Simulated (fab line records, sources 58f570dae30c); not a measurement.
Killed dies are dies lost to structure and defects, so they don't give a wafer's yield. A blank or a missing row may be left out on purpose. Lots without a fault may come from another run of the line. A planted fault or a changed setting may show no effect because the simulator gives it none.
Which tool did it? | flow berkeley_cmos170 | 7 lots, 21 wafers sampled, at 2 steps of a route of 331

WHAT THE GAUGES READ, wafer by wafer
UCB170_M2_OVL_MEAS_16.
lot  | measured     | on         | M2_OVL (nm)
L679 | day 7 18:17  | overlay-01 | 1 1 0
L683 | day 8 12:47  | overlay-02 | -9 -5 -12
L686 | day 9 00:37  | overlay-02 | -9 -2 -9
L688 | day 9 22:37  | overlay-02 | -3 5 2
L695 | day 11 02:09 | overlay-02 | -7 -4 -1
L698 | day 11 22:08 | overlay-02 | -7 -1 -1
L702 | day 11 23:13 | overlay-02 | -3 -11 -9

WHICH TOOL RAN EACH LOT (tool, then ch and the chambers of the sampled wafers, then the start)
lot  | UCB170_NLDD_IMPLANT_08
L679 | implanter-04 ch 0, day 6 08:40
L683 | implanter-03 ch 0, day 7 07:16
L686 | implanter-03 ch 0, day 7 23:48
L688 | implanter-03 ch 0, day 8 12:43
L695 | implanter-03 ch 0, day 9 15:24
L698 | implanter-02 ch 0, day 10 13:07
L702 | implanter-02 ch 0, day 10 15:37
- UCB170_NLDD_IMPLANT_08

THE ANSWER, worked out from the rows above alone
Rule: what is usual is taken from the lots themselves. Put in order of their means at a reading, lots are off if they are a third of the lots or fewer, leave a main group of 4 or more, and stand apart from it by a gap of 3 or more times the standard deviation of the main group's means; of several such gaps the widest counts. A main group whose means are all the same, to the digits that the tables above print for the reading, isn't used. A lot without any number at a reading at which 4 lots or more have one is off too. The other lots that the step has rows for count as sound.
No lot is off at any reading shown: from this, nothing can be told.

WHAT THE SIMULATOR HAD PUT IN
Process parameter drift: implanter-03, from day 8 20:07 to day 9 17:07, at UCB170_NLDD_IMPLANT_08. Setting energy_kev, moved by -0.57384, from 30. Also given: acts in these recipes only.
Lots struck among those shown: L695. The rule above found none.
